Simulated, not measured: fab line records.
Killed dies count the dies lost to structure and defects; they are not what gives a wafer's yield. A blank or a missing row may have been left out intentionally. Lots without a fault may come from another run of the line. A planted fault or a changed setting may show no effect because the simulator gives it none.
What tool caused it? -- flow berkeley_cmos170 -- 14 lots, 42 wafers sampled, at 5 steps of a route of 331

## WHAT THE GAUGES READ, wafer by wafer
UCB170_NWELL_OVL_MEAS_12.
lot,measured,on,NWELL_OVL (nm)
L943,day 2 04:31,overlay-01,3 8 2
L944,day 2 14:16,overlay-01,10 14 12
L945,day 2 17:11,overlay-01,3 4 2
L948,day 3 09:19,overlay-01,0 6 2
L949,day 3 10:06,overlay-01,-1 -2 2
L950,day 3 15:17,overlay-02,5 0 8
L952,day 4 11:46,overlay-01,2 5 0
L955,day 4 20:36,overlay-01,14 11 18
L954,day 4 20:52,overlay-02,-10 -2 0
L956,day 5 06:47,overlay-01,3 2 -1
L958,day 5 13:55,overlay-02,5 6 9
L959,day 5 14:16,overlay-01,1 6 -3
L964,day 6 15:10,overlay-01,-1 4 2
L965,day 6 23:57,overlay-02,7 3 6

UCB170_PWELL_THK_MEAS_06.
lot,measured,on,PWELL_NITRIDE_THK (nm)
L943,day 2 21:34,film_metro-03,215.3 215.6 216.1
L944,day 3 05:15,film_metro-02,215.4 215.6 214.5
L945,day 3 12:31,film_metro-03,216.7 218.3 218.7
L948,day 4 06:13,film_metro-03,213.6 215.0 214.6
L949,day 4 06:14,film_metro-02,217.4 217.7 215.3
L950,day 4 06:17,film_metro-01,212.3 212.3 212.4
L952,day 5 06:00,film_metro-03,215.1 216.6 214.2
L955,day 5 14:55,film_metro-02,217.2 215.6 217.8
L954,day 5 14:55,film_metro-03,216.3 215.0 216.3
L956,day 6 00:22,film_metro-01,216.9 216.0 217.9
L958,day 6 06:23,film_metro-02,214.1 215.7 211.8
L959,day 6 06:24,film_metro-03,218.9 218.0 214.7
L964,day 7 04:43,film_metro-01,217.1 218.3 216.5
L965,day 7 12:15,film_metro-03,213.1 214.6 213.6

UCB170_NSD_OVL_MEAS_07.
lot,measured,on,NSD_OVL (nm)
L943,day 6 23:49,overlay-02,9 6 1
L944,day 6 23:57,overlay-01,-1 -4 -9
L945,day 7 13:11,overlay-02,4 17 4
L948,day 7 22:13,overlay-01,-5 -3 6
L949,day 7 22:29,overlay-01,6 7 2
L950,day 7 21:57,overlay-02,5 6 7
L952,day 8 19:56,overlay-01,-2 8 2
L955,day 9 03:00,overlay-02,8 -3 2
L954,day 9 02:27,overlay-01,-1 5 7
L956,day 9 11:58,overlay-01,5 -2 -2
L958,day 9 11:43,overlay-02,-153 -161 -167
L959,day 9 21:44,overlay-01,-158 -160 -165
L964,day 11 02:25,overlay-02,13 4 5
L965,day 11 02:32,overlay-01,6 7 8

## WHICH TOOL RAN EACH LOT (tool, then ch and the chambers of the sampled wafers, then the start)
lot,UCB170_PWELL_STRIP_16,UCB170_NSD_EXPOSE_03
L943,"plasma_asher-02 ch 0,1, day 2 23:06","krf_scanner-01 ch 0, day 6 22:43"
L944,"plasma_asher-04 ch 0,1, day 3 08:02","krf_scanner-02 ch 0, day 6 22:55"
L945,"plasma_asher-01 ch 0, day 3 13:42","krf_scanner-01 ch 0, day 7 12:27"
L948,"plasma_asher-01 ch 0,1, day 4 07:51","krf_scanner-01 ch 0, day 7 21:40"
L949,"plasma_asher-04 ch 0,1, day 4 08:02","krf_scanner-02 ch 0, day 7 21:55"
L950,"plasma_asher-02 ch 0,1, day 4 08:07","krf_scanner-02 ch 0, day 7 21:28"
L952,"plasma_asher-01 ch 0,1, day 5 08:21","krf_scanner-01 ch 0, day 8 19:13"
L955,"plasma_asher-02 ch 0,1, day 5 16:42","krf_scanner-02 ch 0, day 9 02:08"
L954,"plasma_asher-02 ch 0,1, day 5 17:12","krf_scanner-02 ch 0, day 9 01:55"
L956,"plasma_asher-01 ch 0,1, day 6 01:54","krf_scanner-01 ch 0, day 9 11:27"
L958,"plasma_asher-01 ch 0,1, day 6 07:34","krf_scanner-02 ch 0, day 9 11:12"
L959,"plasma_asher-02 ch 0,1, day 6 07:50","krf_scanner-02 ch 0, day 9 20:46"
L964,"plasma_asher-02 ch 0,1, day 7 07:17","krf_scanner-01 ch 0, day 11 01:54"
L965,"plasma_asher-01 ch 0,1, day 7 14:05","krf_scanner-01 ch 0, day 11 02:01"
- UCB170_PWELL_STRIP_16: strips in O2.
- UCB170_NSD_EXPOSE_03: exposes mask NSELECT MOD, target cd 1200 nm.

## WHAT THE TOOLS THEMSELVES READ (means of the sampled wafers that have a number; where no wafer has one, the mark that the record gives instead)
UCB170_PWELL_STRIP_16.
lot,tool,drypump_motor_current_A (A),oes_product_au (a.u.),strip_time_to_endpoint_s (s)
L943,plasma_asher-02,5.5,0.723,18.13
L944,plasma_asher-04,5.7,0.724,18.07
L945,plasma_asher-01,6.4,0.723,18.20
L948,plasma_asher-01,5.9,0.723,18.16
L949,plasma_asher-04,5.8,0.721,18.08
L950,plasma_asher-02,5.4,0.720,18.01
L952,plasma_asher-01,6.2,0.722,18.07
L955,plasma_asher-02,5.4,0.726,18.12
L954,plasma_asher-02,5.5,0.723,17.97
L956,plasma_asher-01,6.2,0.721,17.98
L958,plasma_asher-01,6.2,0.726,18.09
L959,plasma_asher-02,5.6,0.720,18.10
L964,plasma_asher-02,5.4,0.718,18.10
L965,plasma_asher-01,6.2,0.719,18.11

## THE ANSWER, worked out from the rows above alone
Rule: the usual values come from the lots themselves. The widest of any qualifying gaps counts: lots, ordered by their means at a reading, are off when they make up no more than a third of the lots, leave a main group of 4 or more, and stand apart from it by 3 or more times the standard deviation of that group's means. A main group is skipped when, at the precision printed for the reading in the tables above, its means are all equal. Also off: a lot with no number at a reading for which 4 or more lots have one. All remaining lots with rows at the step are treated as sound. First the gauges in route order, then the tools' own readings, where a lot's mean is used as printed above. At the first step where some lot is off, the reading lying furthest off is the one used; lots without a number count as furthest.
Off: L958, L959, seen at UCB170_NSD_OVL_MEAS_07 (NSD_OVL). Main group: mean 4 nm, sd 3.6.
A tool fits if, at a process step before that reading, it ran every lot that is off, and no sound lot after the first of them. Those tools and the gauges at UCB170_NSD_OVL_MEAS_07 are tried in the same way. One fits: UCB170_NSD_EXPOSE_03 on krf_scanner-02. A fault onset in the window from L955 (day 9 02:08, its last sound lot) to L958 (day 9 11:12, its first lot off) fits.

## WHAT WAS PUT IN BY THE SIMULATOR
Scanner matching overlay: krf_scanner-02, from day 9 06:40 on, at UCB170_NSD_EXPOSE_03. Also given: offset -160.
Struck lots among those shown: L958, L959. The rule above reached the same finding.
